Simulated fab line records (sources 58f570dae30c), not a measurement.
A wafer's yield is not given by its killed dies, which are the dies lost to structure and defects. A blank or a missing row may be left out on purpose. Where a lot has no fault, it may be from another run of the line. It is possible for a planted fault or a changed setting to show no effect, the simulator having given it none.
Matching of chambers + flow berkeley_cmos170 + UCB170_V2_CMP_02 on cmp-02: 4 sister chambers
The step polishes SiO2. 4 wafers are shown with their chamber, then 7 later ones without.

WAFERS PAIRED WITH THEIR CHAMBERS
| wafer  | chamber | motor_current_A (A) |
|--------|---------|---------------------|
| L565.1 | 2       | 17.2                |
| L569.6 | 1       | 18.9                |
| L570.2 | 0       | 14.4                |
| L570.4 | 3       | 14.3                |

WAFERS WITHOUT THEIR CHAMBER
| wafer  | motor_current_A (A) |
|--------|---------------------|
| L570.6 | 14.8                |
| L568.2 | 14.0                |
| L568.4 | 16.3                |
| L568.6 | 18.0                |
| L572.3 | 14.2                |
| L572.5 | 17.3                |
| L572.6 | 15.0                |

EACH ONE'S CHAMBER
| wafer  | from the rows above     | in truth |
|--------|-------------------------|----------|
| L570.6 | can't be placed: 0 or 3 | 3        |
| L568.2 | can't be placed: 3 or 0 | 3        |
| L568.4 | can't be placed: 2 or 0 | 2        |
| L568.6 | can't be placed: 2 or 1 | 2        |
| L572.3 | can't be placed: 3 or 0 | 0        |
| L572.5 | 2                       | 2        |
| L572.6 | can't be placed: 0 or 3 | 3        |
Placed correctly: 1 of 7. These rows do not allow placing 6 (true chamber among the candidates in 6). 0 placed wrongly.
How it was worked out, from the rows above alone: a wafer's distance from a chamber is the root of the sum, over the readings, of the square of ((its reading less the chamber's mean) divided by the reading's scatter). If the next closest chamber is less than 2 further off than the closest, the wafer can't be placed; otherwise it belongs to the closest. A chamber's mean is the mean of its shown wafers. The scatter: root of mean squared gap, hidden wafer to nearest shown wafer, with one shown wafer a chamber.
